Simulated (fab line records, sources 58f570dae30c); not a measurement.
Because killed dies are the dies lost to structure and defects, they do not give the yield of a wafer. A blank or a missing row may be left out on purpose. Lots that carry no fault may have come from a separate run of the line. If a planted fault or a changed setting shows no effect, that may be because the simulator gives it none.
Chamber matching ; flow berkeleyCmos170 ; 4 sister chambers for UCB170_V1_CMP_02 on cmp-02
The step polishes SiO2. 4 wafers are shown with their chamber, then 12 later ones without.

## WAFERS WITH THEIR CHAMBER
wafer;chamber;motorCurrentA (A)
L780.1;0;17.2
L797.3;1;18.1
L797.5;3;15.8
L797.6;2;15.0

## WAFERS MISSING THEIR CHAMBER
wafer;motorCurrentA (A)
L795.1;17.5
L795.2;17.6
L795.5;17.5
L793.2;17.7
L793.3;14.3
L793.6;17.9
L799.3;17.6
L799.5;15.5
L799.6;15.5
L800.2;16.8
L800.3;17.2
L800.6;14.9

## THE CHAMBER EACH PASSED THROUGH
wafer;from the rows above;in truth
L795.1;can't be placed: 0 or 1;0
L795.2;can't be placed: 0 or 1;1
L795.5;can't be placed: 0 or 1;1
L793.2;can't be placed: 1 or 0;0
L793.3;2;2
L793.6;can't be placed: 1 or 0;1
L799.3;can't be placed: 0 or 1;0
L799.5;can't be placed: 3 or 2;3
L799.6;can't be placed: 3 or 2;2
L800.2;can't be placed: 0 or 3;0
L800.3;0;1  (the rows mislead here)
L800.6;2;2
Correct placement for 2 of the 12. From these rows, 9 cannot be placed; in 9 the true chamber is one of the candidates. Number placed wrongly: 1.
How it was worked out, from the rows above alone: a wafer's distance from a chamber is the root of the sum, over the readings, of the square of ((its reading less the chamber's mean) divided by the reading's scatter). The wafer belongs to the nearest chamber; if the next one is less than 2 further off, it can't be placed. Each chamber's mean is taken over the wafers shown for it. The scatter: root of mean squared gap, hidden wafer to nearest shown wafer, with one shown wafer a chamber.
